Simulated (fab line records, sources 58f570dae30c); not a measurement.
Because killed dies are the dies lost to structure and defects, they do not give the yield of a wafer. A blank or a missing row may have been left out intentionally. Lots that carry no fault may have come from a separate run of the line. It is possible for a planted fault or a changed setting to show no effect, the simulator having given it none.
One fault through the eyes of 2 desks | flow berkeleyCmos170 | what lay behind the numbers comes last; until then each desk has only its own

DESK OF THE TOOL OWNER: rieMetal-03
The tool's own readings at UCB170_M3_METAL_ETCH_18 (etches Al in Cl2/BCl3, stops on SiO2, target depth 1170 nm, time 195 s): means of the sampled wafers that have a number, for each lot that ran on this tool. Marked OUT: a lot whose mean sits more than 4 standard deviations from the usual mean, which makes it out of limits; the brackets give that distance.
Columns: A = drypumpMotorCurrentA at UCB170_M3_METAL_ETCH_18, usual 5.5 A; B = oesProductAu at UCB170_M3_METAL_ETCH_18, usual 0.849 a.u.; C = throttleValvePct at UCB170_M3_METAL_ETCH_18, usual 24.20 %
lot  | first seen here | A   | B     | C
L197 | day 8 07:04     | 5.1 | 0.852 | 24.27
L199 | day 9 01:09     | 5.1 | 0.845 | 24.27
L207 | day 10 07:29    | 5.1 | 0.859 | 24.27
L211 | day 11 19:03    | 5.0 | 0.850 | 24.29
L213 | day 12 08:09    | 5.0 | 0.855 | 24.27
L216 | day 12 12:43    | 4.8 | 0.858 | 24.26
This desk found nothing out of limits on any of the 6 lots.

METROLOGY DESK
What the gauges read for every lot (on any tool): the sampled wafers with a number, averaged. Marked OUT: a lot whose mean sits more than 4 standard deviations from the usual mean, which makes it out of limits; the brackets give that distance.
Columns: A = V2_TEOS_THK at UCB170_V2_THK_MEAS_01, usual 1999 nm; B = V2_BOW at UCB170_V2_BOW_MEAS_03, usual 37 um
lot  | first seen here | A    | B
L193 | day 7 12:31     | 1996 | 33
L194 | day 7 14:04     | 1994 | 34
L196 | day 7 14:11     | 1993 | 37
L197 | day 8 01:44     | 2024 | 42
L199 | day 8 19:50     | 2002 | 36
L205 | day 9 05:29     | 2011 | 38
L204 | day 9 06:07     | 2007 | 40
L201 | day 9 06:47     | 1973 | 32
L203 | day 9 06:51     | 2032 | 39
L207 | day 10 02:47    | 2018 | 40
L211 | day 11 11:28    | 2024 | 35
L212 | day 11 11:43    | 1970 | 41
L213 | day 12 03:33    | 2027 | 34
L216 | day 12 07:09    | 2013 | 32
This desk found nothing out of limits on any of the 14 lots.

BROUGHT TOGETHER
The tool owner's desk saw nothing out of limits.
At the metrology desk, nothing out of limits was observed.

WHAT THE SIMULATOR HAD PUT IN
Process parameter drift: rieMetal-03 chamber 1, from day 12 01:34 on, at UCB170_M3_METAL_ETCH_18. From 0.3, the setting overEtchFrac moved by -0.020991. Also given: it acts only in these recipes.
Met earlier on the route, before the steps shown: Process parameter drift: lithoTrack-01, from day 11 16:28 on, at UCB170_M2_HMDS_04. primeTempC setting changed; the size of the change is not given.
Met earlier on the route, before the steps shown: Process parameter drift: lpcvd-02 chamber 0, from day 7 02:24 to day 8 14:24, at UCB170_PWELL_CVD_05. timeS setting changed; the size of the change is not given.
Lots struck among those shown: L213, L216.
